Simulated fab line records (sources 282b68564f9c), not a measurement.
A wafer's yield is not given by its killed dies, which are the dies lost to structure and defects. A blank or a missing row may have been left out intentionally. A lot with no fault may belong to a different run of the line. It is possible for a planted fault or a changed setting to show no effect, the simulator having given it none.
fab line records -- flow ritCmos
[record] lots = 7, wafers = 21, lastDay = 6
route steps=202 shown GATE@83
lots with no fault: from the same line, run without faults
startH: hours from the record's opening day to when the first of the lot's shown wafers began -- waitH: time in hours since the lot's previous step -- " repeats the value in the row above -- L1.1+2: several wafers, shown together as one row -- - either no value or no given start -- * or withheld: withheld -- < > ~ a bound
route shown NAME@n: names a module that has steps shown in the file, with the first one's number in the route -- usual: mean/standard deviation of fault-free wafers -- same: alike in all rows -- chamber/n: place in a boat -- sites: readings site by site -- _std_site: their standard deviation -- _edge_site: outer sites' mean less inner sites' -- radiusMm: how far each site lies from the wafer's centre -- mask NAME#n: copy n -- behind: the tool/chamber that last shaped the wafer -- hold: why the lot was held/for how many hours/how that ended -- device: the transistor (n, p or np) that didn't switch -- end of line: tests run on the same wafers once the route is complete -- a step given without rows: its recipe and nothing more -- killed: dies lost to structure and defects at the first sort, not the wafer's yield -- map: dies across one wafer; x = killed, . = not, _ = none there
set.NAME: the setting that was run; set.NAME@STEP: the one run at that earlier step -- model.NAME: the simulator's own value behind a step, which no gauge read
lots seen at some steps along the route; tables by step, rows by wafer
services: from which hour (startH, from the record's first day; less than 0 if before it) a tool's chamber was out of use, for how many hours, and why
[[steps]]
[step RIT_GATE_THK_MEAS_07]
[recipe] reads = SiO2_of_GATE_OXIDATION_05
[usual] GATE_OXIDE_THK = 2.78/0.063
lot.wafer,tool,chamber,startH,waitH,GATE_OXIDE_THK[nm]
L707.3,filmMetro-04,-,49.50,0.0,2.74
L707.4,filmMetro-04,-,49.50,0.0,2.76
L707.5,filmMetro-04,-,49.50,0.0,2.80
L710.3,filmMetro-03,-,63.40,0.0,2.83
L710.4,filmMetro-03,-,63.40,0.0,2.75
L710.5,filmMetro-03,-,63.40,0.0,2.77
L711.2,filmMetro-04,-,69.55,0.0,2.78
L711.5,filmMetro-04,-,69.55,0.0,2.76
L711.6,filmMetro-04,-,69.55,0.0,2.78
L712.2,filmMetro-04,-,73.49,0.0,2.74
L712.4,filmMetro-04,-,73.49,0.0,2.75
L712.5,filmMetro-04,-,73.49,0.0,2.77
L713.2,filmMetro-01,-,80.12,0.0,2.75
L713.3,filmMetro-01,-,80.12,0.0,2.62
L713.6,filmMetro-01,-,80.12,0.0,2.75
L720.1,filmMetro-04,-,113.85,0.0,2.86
L720.5,filmMetro-04,-,113.85,0.0,2.88
L720.6,filmMetro-04,-,113.85,0.0,2.78
L721.1,filmMetro-03,-,118.78,0.0,2.80
L721.4,filmMetro-03,-,118.78,0.0,2.84
L721.5,filmMetro-03,-,118.78,0.0,2.71
[step RIT_GATE_CVD_08]
[recipe] material = poly-Si, targetThkNm = 250, tempC = 610, precursor = SiH4, timeS = 2220, pressureMtorr = 300, sih4FlowSccm = 100
[step RIT_GATE_THK_MEAS_09]
[recipe] reads = poly-Si_of_GATE_CVD_08
[usual] GATE_POLY_THK = 249.7/2.4
lot.wafer,tool,chamber,startH,waitH,GATE_POLY_THK[nm]
L707.3,filmMetro-01,-,51.17,0.0,249.6
L707.4,filmMetro-01,-,51.17,0.0,248.0
L707.5,filmMetro-01,-,51.17,0.0,249.2
L710.3,filmMetro-01,-,65.08,0.0,246.8
L710.4,filmMetro-01,-,65.08,0.0,248.7
L710.5,filmMetro-01,-,65.08,0.0,249.1
L711.2,filmMetro-04,-,71.22,0.0,244.8
L711.5,filmMetro-04,-,71.22,0.0,247.0
L711.6,filmMetro-04,-,71.22,0.0,246.4
L712.2,filmMetro-01,-,75.17,0.0,248.9
L712.4,filmMetro-01,-,75.17,0.0,249.0
L712.5,filmMetro-01,-,75.17,0.0,250.9
L713.2,filmMetro-03,-,81.80,0.0,250.8
L713.3,filmMetro-03,-,81.80,0.0,250.0
L713.6,filmMetro-03,-,81.80,0.0,251.2
L720.1,filmMetro-03,-,115.53,0.0,250.4
L720.5,filmMetro-03,-,115.53,0.0,249.5
L720.6,filmMetro-03,-,115.53,0.0,252.3
L721.1,filmMetro-03,-,120.46,0.0,254.7
L721.4,filmMetro-03,-,120.46,0.0,253.0
L721.5,filmMetro-03,-,120.46,0.0,252.0
[step RIT_GATE_HMDS_10]
[recipe] primeTimeS = 60, primeTempC = 140
[step RIT_GATE_COAT_11]
[recipe] resist = NOVOLAK, spinRpm = 4250, resistThkNm = 850
[step RIT_GATE_SOFTBAKE_12]
[recipe] resist = NOVOLAK, tempC = 90, timeS = 60
[step RIT_GATE_EXPOSE_13]
[recipe] maskId = M6, na = 0.6, sourceShape = conventional, sigmaOuter = 0.6, targetCdNm = 150, doseMj = 380
[step RIT_GATE_PEB_14]
[recipe] resist = NOVOLAK, tempC = withheld, timeS = withheld
[step RIT_GATE_DEVELOP_15]
[recipe] resist = NOVOLAK, developTimeS = 50, devTempC = 23.5
[step RIT_GATE_CD_MEAS_16]
[recipe] targetCdNm = 150
[usual] cdNm = 150.3/2.4
lot.wafer,tool,chamber,startH,waitH,cdNm
L707.3,cdSem-01,-,52.15,-,151.6
L707.4,cdSem-01,-,52.15,-,148.1
L707.5,cdSem-01,-,52.15,-,149.1
L710.3,cdSem-02,-,66.00,-,148.1
L710.4,cdSem-02,-,66.00,-,148.2
L710.5,cdSem-02,-,66.00,-,147.9
L711.2,cdSem-01,-,72.27,-,148.4
L711.5,cdSem-01,-,72.27,-,151.5
L711.6,cdSem-01,-,72.27,-,149.0
L712.2,cdSem-01,-,76.09,-,148.0
L712.4,cdSem-01,-,76.09,-,148.1
L712.5,cdSem-01,-,76.09,-,146.5
L713.2,cdSem-01,-,82.72,-,151.2
L713.3,cdSem-01,-,82.72,-,151.1
L713.6,cdSem-01,-,82.72,-,151.2
L720.1,cdSem-01,-,116.56,-,149.5
L720.5,cdSem-01,-,116.56,-,148.8
L720.6,cdSem-01,-,116.56,-,148.9
L721.1,cdSem-02,-,121.59,-,151.1
L721.4,cdSem-02,-,121.59,-,150.9
L721.5,cdSem-02,-,121.59,-,150.0
[step RIT_GATE_OVL_MEAS_17]
[usual] GATE_OVL = 0.5/1.4
lot.wafer,tool,chamber,startH,waitH,GATE_OVL[nm]
L707.3,overlay-02,-,52.24,0.1,3.5
L707.4,overlay-02,-,52.24,0.1,2.5
L707.5,overlay-02,-,52.24,0.1,2.5
L710.3,overlay-02,-,66.10,0.1,4.4
L710.4,overlay-02,-,66.10,0.1,3.2
L710.5,overlay-02,-,66.10,0.1,1.0
L711.2,overlay-02,-,72.37,0.1,-1.1
L711.5,overlay-02,-,72.37,0.1,-0.5
L711.6,overlay-02,-,72.37,0.1,0.3
L712.2,overlay-01,-,76.19,0.1,-0.1
L712.4,overlay-01,-,76.19,0.1,-1.1
L712.5,overlay-01,-,76.19,0.1,-0.6
L713.2,overlay-02,-,82.83,0.1,2.4
L713.3,overlay-02,-,82.83,0.1,2.1
L713.6,overlay-02,-,82.83,0.1,0.9
L720.1,overlay-02,-,116.68,0.1,2.5
L720.5,overlay-02,-,116.68,0.1,2.7
L720.6,overlay-02,-,116.68,0.1,3.1
L721.1,overlay-01,-,121.71,0.1,-1.5
L721.4,overlay-01,-,121.71,0.1,-1.7
L721.5,overlay-01,-,121.71,0.1,-1.8
[step RIT_GATE_HARDBAKE_18]
[recipe] resist = NOVOLAK, tempC = 140, timeS = 60
[step RIT_GATE_ETCH_19]
[recipe] chemistry = SF6/CHF3/O2, timeS = 165, SF6_flow_sccm = 30, CHF3_flow_sccm = 30, O2_flow_sccm = 5, target = poly-Si, pressureMtorr = 40, rfW = 160, targetDepthA = 3125, overEtchFrac = 0.25, stopOn = SiO2
[usual] CHF3_flow_sccm = 30.00/0.092, O2_flow_sccm = 5.001/0.015, chamberPressureMTorr = 40.00/0.038, drypumpMotorCurrentA = 5.7/0.36, oesProductAu = 0.841/0.01, throttleValvePct = 10.27/0.15
lot.wafer,tool,chamber,startH,waitH,CHF3_flow_sccm,O2_flow_sccm,chamberPressureMTorr,drypumpMotorCurrentA,oesProductAu,rfHoursCounterH,throttleValvePct,model.NOVOLAK_of_GATE_COAT_11.thkNm,model.SiO2_of_FOX2_OXIDATION_00.thkNm
L707.3,rieSi-02,3,52.42,0.1,29.98,4.983,39.95,5.8,0.840,72,10.11,669.4,231
L707.4,rieSi-02,2,52.42,0.1,29.94,5.010,40.02,5.9,0.831,1,10.18,668.4,233.7
L707.5,rieSi-02,3,52.42,0.1,30.07,4.985,39.98,5.8,0.837,-,10.10,668.9,228.1
L710.3,rieSi-01,3,66.27,0.1,-,-,-,-,-,-,-,755.1,268.4
L710.4,rieSi-01,1,66.27,0.1,-,-,-,-,-,-,-,755.3,267.5
L710.5,rieSi-01,2,66.27,0.1,-,-,-,-,-,-,-,755.8,265.6
L711.2,rieSi-02,3,72.55,0.1,-,-,-,-,-,-,-,754.6,260.6
L711.5,rieSi-02,1,72.55,0.1,-,-,-,-,-,-,-,755.5,258.9
L711.6,rieSi-02,0,72.55,0.1,-,-,-,-,-,-,-,753.1,267.9
L712.2,rieSi-01,2,76.45,0.1,-,-,-,-,-,-,-,752,261.9
L712.4,rieSi-01,3,76.45,0.1,-,-,-,-,-,-,-,752.5,264.1
L712.5,rieSi-01,3,76.45,0.1,-,-,-,-,-,-,-,750.5,253.1
L713.2,rieSi-02,3,83.01,0.1,30.04,4.998,40.02,5.8,0.844,72,10.10,669.6,239.4
L713.3,rieSi-02,0,83.01,0.1,29.93,5.006,39.99,5.0,0.835,93,10.26,668.9,239.5
L713.6,rieSi-02,2,83.01,0.1,30.03,4.991,40.02,5.9,0.841,-,10.17,669.7,242.3
L720.1,rieSi-01,3,116.87,0.1,29.92,5.003,40.13,6.0,0.829,2,10.54,673.3,236.1
L720.5,rieSi-01,1,116.87,0.1,29.92,5.000,39.97,6.3,0.855,-,10.27,665.2,241.8
L720.6,rieSi-01,0,116.87,0.1,29.99,5.001,40.04,5.7,0.840,-,10.40,670.8,241.4
L721.1,rieSi-02,3,121.89,0.1,30.16,4.959,39.96,5.9,0.854,72,10.09,674.9,252.9
L721.4,rieSi-02,2,121.89,0.1,29.94,5.004,39.93,5.9,0.850,2,10.15,669.4,253.6
L721.5,rieSi-02,3,121.89,0.1,30.01,4.992,40.10,5.8,0.840,-,10.11,671.6,251.2
[step RIT_GATE_STRIP_20]
[recipe] chemistry = O2, timeS = 180, resist = NOVOLAK, platenTempC = withheld, powerW = 500, pressureMtorr = 4000, o2FlowSccm = 4000
[usual] chamberPressureMTorr = 4000/3.4, drypumpMotorCurrentA = 5.7/0.34
lot.wafer,tool,chamber,startH,waitH,chamberPressureMTorr,drypumpMotorCurrentA,rfHoursCounterH
L707.3,plasmaAsher-01,1,52.58,0.1,3997,5.7,-
L707.4,plasmaAsher-01,0,52.58,0.1,3997,6.2,-
L707.5,plasmaAsher-01,1,52.58,0.1,3999,5.8,-
L710.3,plasmaAsher-04,0,66.44,0.1,4004,5.4,-
L710.4,plasmaAsher-04,1,66.44,0.1,4000,5.0,-
L710.5,plasmaAsher-04,1,66.44,0.1,4001,5.0,-
L711.2,plasmaAsher-01,0,72.66,0.1,4004,6.2,30
L711.5,plasmaAsher-01,0,72.66,0.1,3998,6.2,-
L711.6,plasmaAsher-01,1,72.66,0.1,4002,5.8,-
L712.2,plasmaAsher-02,0,76.56,0.1,4002,5.6,35
L712.4,plasmaAsher-02,1,76.56,0.1,4002,5.5,-
L712.5,plasmaAsher-02,1,76.56,0.1,4000,5.5,-
L713.2,plasmaAsher-02,0,83.11,0.1,3993,5.7,36
L713.3,plasmaAsher-02,1,83.11,0.1,3997,5.6,-
L713.6,plasmaAsher-02,0,83.11,0.1,4003,5.7,-
L720.1,plasmaAsher-04,0,116.98,0.1,4002,5.4,54
L720.5,plasmaAsher-04,0,116.98,0.1,4001,5.4,-
L720.6,plasmaAsher-04,1,116.98,0.1,3996,5.0,-
L721.1,plasmaAsher-02,0,122.00,0.1,4001,5.6,0
L721.4,plasmaAsher-02,1,122.00,0.1,4000,5.5,-
L721.5,plasmaAsher-02,0,122.00,0.1,3998,5.6,-
[step RIT_GATE_CD_MEAS_90]
[recipe] targetCdNm = 150
[usual] cdNm = 150.2/2.4
lot.wafer,tool,chamber,startH,waitH,cdNm
L707.3,cdSem-02,-,52.74,0.1,151.4
L707.4,cdSem-02,-,52.74,0.1,147.6
L707.5,cdSem-02,-,52.74,0.1,149.2
L710.3,cdSem-01,-,66.59,0.1,-
L710.4,cdSem-01,-,66.59,0.1,-
L710.5,cdSem-01,-,66.59,0.1,-
L711.2,cdSem-02,-,72.86,0.1,-
L711.5,cdSem-02,-,72.86,0.1,-
L711.6,cdSem-02,-,72.86,0.1,-
L712.2,cdSem-01,-,76.75,0.1,-
L712.4,cdSem-01,-,76.75,0.1,-
L712.5,cdSem-01,-,76.75,0.1,-
L713.2,cdSem-02,-,83.31,0.1,151.1
L713.3,cdSem-02,-,83.31,0.1,151.1
L713.6,cdSem-02,-,83.31,0.1,151.3
L720.1,cdSem-01,-,117.15,0.1,150.1
L720.5,cdSem-01,-,117.15,0.1,148.4
L720.6,cdSem-01,-,117.15,0.1,148.9
L721.1,cdSem-02,-,122.18,0.1,150.8
L721.4,cdSem-02,-,122.18,0.1,150.4
L721.5,cdSem-02,-,122.18,0.1,150.0
[[services]]
tool,chamber,startH,hours,kind
rieSi-01,1,44.13,4.1,repair
rieSi-02,-,56.12,0.7,repair
rieSi-02,-,84.38,14.6,pm
rieSi-01,2,98.30,-,clean
rieSi-01,2,98.30,20.1,scheduledDown
rieSi-01,2,98.30,20.1,ventCycle
plasmaAsher-02,-,108.75,9.0,pm
plasmaAsher-02,0,108.75,9.0,ventCycle
plasmaAsher-02,1,108.75,9.0,ventCycle
plasmaAsher-02,0,117.75,-,clean
plasmaAsher-02,1,117.75,-,clean
rieSi-01,-,121.14,1.0,repair
[[key]]
[firstSign] step = RIT_GATE_ETCH_19, reading = toolRecord, direction = missing
[effect] step = RIT_GATE_CD_MEAS_90, reading = cdNm, direction = missing
[modelEffect] step = RIT_GATE_ETCH_19, value = NOVOLAK_of_GATE_COAT_11.thkNm, without = 671.1, struck = 753.8
metAt RIT_GATE_ETCH_19
struckWafers L710.3,L710.4,L710.5,L711.2,L711.5,L711.6,L712.2,L712.4,L712.5
laterRowsLeftOut L710.3,L710.4,L710.5,L711.2,L711.5,L711.6,L712.2,L712.4,L712.5
sortLeftOut L710.3,L710.4,L710.5,L711.2,L711.5,L711.6,L712.2,L712.4,L712.5
testerLeftOut L710,L711,L712
onsetBetween 52.42 66.27
[fault] kind = skippedStepWhole, tool = rieSi-01,rieSi-02, chamber = -, onsetH = 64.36, steps = RIT_GATE_ETCH_19, scope = struckLotsOnly
// testerLeftOut: of these lots the tester's yield and bins aren't shown, on N5 and GAA mostly nor the transistor test; their killed dies are dies lost to structure and defects alone, not to doping, threshold or leakage, so they don't give the yield
// sortLeftOut: the simulated sort isn't trusted on such a fault, so these wafers' sort isn't shown, and their yield isn't known
// laterRowsLeftOut: the simulator's readings of these wafers behind a module that went badly wrong aren't trusted and aren't shown, but for the sort
